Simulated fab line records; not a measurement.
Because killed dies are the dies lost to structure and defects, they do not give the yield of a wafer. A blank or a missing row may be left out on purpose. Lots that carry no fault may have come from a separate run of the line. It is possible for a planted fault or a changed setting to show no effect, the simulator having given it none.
Problem report in the 8D (eight disciplines) form, filled by code    flow rit_cmos    the parts of the form that need people (team, actions taken, sign-off) are left out

## 1. PROBLEM STATEMENT
M1_AL_RS at RIT_M1_RS_MEAS_01 reads a mean of 0.0872 ohm/sq on 2 wafers of 2 lots; wafers without a fault read 0.0733 ohm/sq with a standard deviation of 0.00061. That puts it +23 standard deviations away from the usual mean.
The step: measures by four-point-probe.
First seen on wafer L101.5, day 5 18:11, on film_metro-04. The record has a number at this step for 42 wafers belonging to 14 lots. By rule, "out" or "out of limits" means more than 4 standard deviations away from the usual mean. The rest of the wafers with a number are treated as sound.

## 2. WHAT IT IS, WHAT IT ISN'T
question                     is                is not
which readings at this step  M1_AL_RS          -
which lots                   L101, L105        L106, L108, L110, L112, L989, L991, L992, L993, L995, L996, L997, L998
which wafers of those lots   L101.5, L105.1    L101.1, L101.4, L105.3, L105.6
read on which gauges         film_metro-04     film_metro-02, film_metro-03
when                         from day 5 18:11  up to then (26 sound wafers); but 14 sound wafers of L105, L106, L108, L110, L112 came after

## 3. WHAT RULES OUT EACH SUSPECT
Counting: a tool at a process step up to the reading stays a suspect if it ran every lot that is out. Sound lots after the first of them don't rule it out here, since some wafers of a struck lot are sound.
- the gauge at RIT_M1_RS_MEAS_01: ruled out. All the wafers that are out were read on film_metro-04, but those of them that RIT_M1_SPUTTER_00 has rows for are out there too, on other tools.
- pvd_sputter-04 at RIT_M1_SPUTTER_00 (material Al, target thk 400 nm, time 500 s): kept. Ran every lot that is out, first one L101 (day 5 17:53); last sound lot up to then L997 (day 4 21:58). Out on those wafers are its own readings of cathode_dc_power_W.
The count leaves pvd_sputter-04 at RIT_M1_SPUTTER_00.

## 4. THE CAUSE (what the simulator had put in)
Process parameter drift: pvd_sputter-04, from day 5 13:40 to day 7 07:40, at RIT_M1_SPUTTER_00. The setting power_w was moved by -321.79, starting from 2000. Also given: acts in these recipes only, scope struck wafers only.
This tool alone remained once counting was done.

## 5. SEQUENCE OF EFFECTS, ordered by route
Each row: a reading where the mean over the struck wafers with a number is more than 3 standard deviations away from the usual. Only readings for which the record gives a usual standard deviation are gone through. hours: the time from each lot's start at the first step in this table that gives one to its start at this step, as a median over the lots. sigmas: the change in usual standard deviations.
hours  step                  reading             usual          on struck wafers  change   sigmas
0      RIT_M1_SPUTTER_00     cathode_dc_power_W  2000.0 W       1678.2            -321.8   -99 or more
0      RIT_M1_RS_MEAS_01     M1_AL_RS            0.0733 ohm/sq  0.0872            +0.0139  +23
0      RIT_M1_THK_MEAS_02    M1_AL_THK           397 nm         336               -62      -15
2      RIT_M1_METAL_ETCH_12  oes_product_au      0.786 a.u.     0.712             -0.074   -5.7
Here are the process steps it includes:
- RIT_M1_SPUTTER_00: material Al, target thk 400 nm, time 500 s.
- RIT_M1_METAL_ETCH_12: etches Al in Cl2/BCl3, stops on SiO2, time 165 s, target depth 600 nm.

## 6. WHAT WOULD HAVE CAUGHT IT SOONER
Counted from the fault's start at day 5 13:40, it took 5 hours until the first out-of-limits reading at a measuring or inspecting step in this record, taken at day 5 18:11.
The tool's own readings at RIT_M1_SPUTTER_00 were out on every struck wafer that the step has a row for (cathode_dc_power_W): an alarm limit on them would have fired on the first of those.
L105, from the lots that are out (2), started RIT_M1_SPUTTER_00 on pvd_sputter-04 later than day 5 18:11. A tool hold placed at that time would have kept it from harm.
